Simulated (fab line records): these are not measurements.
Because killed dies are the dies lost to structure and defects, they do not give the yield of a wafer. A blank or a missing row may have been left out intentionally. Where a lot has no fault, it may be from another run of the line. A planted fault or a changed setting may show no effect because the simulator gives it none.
A struck lot beside a sound one	flow rit-cmos	17 out of 202 route steps
Sound: wafers L965.1, L965.4, L965.6. Struck: wafer L980.4 (L980.1, L980.6, from the same lot, were not struck and are left out); the cause is given at the end.
At each step with rows: each side's tool, then ch and its chambers, then its first start. Under that, the readings that differ: sound wafers	struck wafers	difference of the means	sigmas: that difference in standard deviations of wafers without a fault.
alike: a reading whose means differ by less than 2 such deviations, as well as words and numbers matching on both sides. not compared: withheld readings; readings where some wafer has no value; bounds like >300 that might hide an equal value; numbers whose values overlap and for which the record gives no deviation.
The two part at a step that has a row with sigmas, a row that says differs or no value, or rows on one side only. Numbers that don't overlap but have no deviation are shown without sigmas and don't part them. A reading that every wafer of one side lacks parts them only if that side has two wafers or more.

first, 1 step without rows for these wafers: RIT_PSD_IMPLANT_08.
RIT_PSD_STRIP_09: strips in O2, time 180 s.
  sound on plasma-asher-02 ch 1, day 3 00:58; struck on plasma-asher-03 ch 1, day 6 06:28
reading	sound	struck	difference	sigmas
drypump-motor-current-A (A)	4.9 4.9 4.9	6.1	+1.2	+2
  alike: rf-refl-power-W
  not compared: rf-hours-counter-h
RIT_PSD_TW_MEAS_10:
  sound on film-metro-02, day 3 01:08; struck on film-metro-03, day 6 06:38
  alike: PSD_TW
then, 3 steps without rows for these wafers: RIT_SDANNEAL_CLEAN_00 (cleans in SC1, time 600 s); RIT_SDANNEAL_CLEAN_01 (cleans in dHF, time 30 s); RIT_SDANNEAL_CLEAN_02 (cleans in SC2, time 600 s).
RIT_SDANNEAL_RTA_03: time 5 s.
  sound on rtp-anneal-01 ch 0, day 3 01:34; struck on rtp-anneal-02 ch 0, day 6 07:04
reading	sound	struck	difference	sigmas
anneal-temp-c-max	1053.8 1056.1 1053.5	1057.1	+2.6	+2
  alike: wafer_temp_C_max
RIT_SDANNEAL_RS_MEAS_04: measurement is done with a four-point probe.
  sound on film-metro-04, day 3 01:38; struck on film-metro-02, day 6 07:07
  alike: PSD_RS
RIT_SDANNEAL_RS_MEAS_05: measurement is done with a four-point probe.
  sound on film-metro-04, day 3 01:45; struck on film-metro-02, day 6 07:14
  alike: NSD_RS
RIT_SDANNEAL_RS_MEAS_06: measurement is done with a four-point probe.
  sound on film-metro-04, day 3 01:52; struck on film-metro-02, day 6 07:22
  alike: PLDD_RS
RIT_SDANNEAL_RS_MEAS_07: measurement is done with a four-point probe.
  sound on film-metro-04, day 3 01:59; struck on film-metro-02, day 6 07:29
  alike: NLDD_RS
then, 1 step without rows for these wafers: RIT_SILICIDE_WET_ETCH_00 (etches SiO2 in BOE, target depth 14 nm, time 15 s).
RIT_SILICIDE_SPUTTER_01: material Ti, target thk 30 nm, time 240 s.
  sound on pvd-sputter-02, day 3 02:07; struck on pvd-sputter-02, day 6 07:37
reading	sound	struck	difference	sigmas
model.Ti_of_SILICIDE_SPUTTER_01.thk-nm (nm)	29.84 29.37 29.46	25.28	-4.28	
  alike: throttle-valve-pct
RIT_SILICIDE_RS_MEAS_02: measurement is done with a four-point probe.
  sound on film-metro-03, day 3 02:16; struck on film-metro-01, day 6 07:46
reading	sound	struck	difference	sigmas
SILICIDE_TI_RS (ohm/sq)	48.3 49.2 49.0	59.4	+10.6	+14
RIT_SILICIDE_THK_MEAS_03: measures by xrf.
  sound on film-metro-03, day 3 02:23; struck on film-metro-01, day 6 07:53
reading	sound	struck	difference	sigmas
SILICIDE_TI_THK (nm)	29.9 29.2 29.4	25.1	-4.4	-10
RIT_SILICIDE_RTA_04: time 10 s, ramp up 5 s, ramp down 5 s.
  sound on rtp-anneal-02 ch 0, day 3 02:27; struck on rtp-anneal-01 ch 0, day 6 07:56
  alike: anneal-temp-c-max, wafer_temp_C_max
RIT_M1_PROBE_99:
  sound on prober-01, day 3 08:55; struck on prober-02, day 6 14:40
reading	sound	struck	difference	sigmas
killed_at_M0_to_M3	0 0 0	1	+1	+6
model.etest.npoly-line.line-ohm-um	164 168 166.1	191.6	+25.6	
model.etest.ppoly-line.line-ohm-um	160.6 161.7 164	182.4	+20.3	
model.etest.contact-nplus.end-ohm-um	41.87 41.4 41.78	37.05	-4.63	
model.etest.contact-pplus.end-ohm-um	44.96 44.52 45.36	39.42	-5.53	
model.etest.ppoly-line.width-nm (nm)	103.6 104.4 104.5	102.2	-2.0	
model.etest.npoly-line.width-nm (nm)	102.9 104.3 104.2	101.4	-2.4	
model.etest.npoly-line.rs-ohm-sq	17.12 17.41 17.2	19.52	+2.28	
model.etest.ppoly-line.rs-ohm-sq	16.67 16.81 16.71	18.61	+1.88	
  alike: killed-at-contacts, killed-at-front-end, killed-dies, killed-open, killed-short

## WHERE THEY PART
Earliest at RIT_PSD_STRIP_09; latest, in this record, at RIT_M1_PROBE_99.

WHY: what the simulator had put in
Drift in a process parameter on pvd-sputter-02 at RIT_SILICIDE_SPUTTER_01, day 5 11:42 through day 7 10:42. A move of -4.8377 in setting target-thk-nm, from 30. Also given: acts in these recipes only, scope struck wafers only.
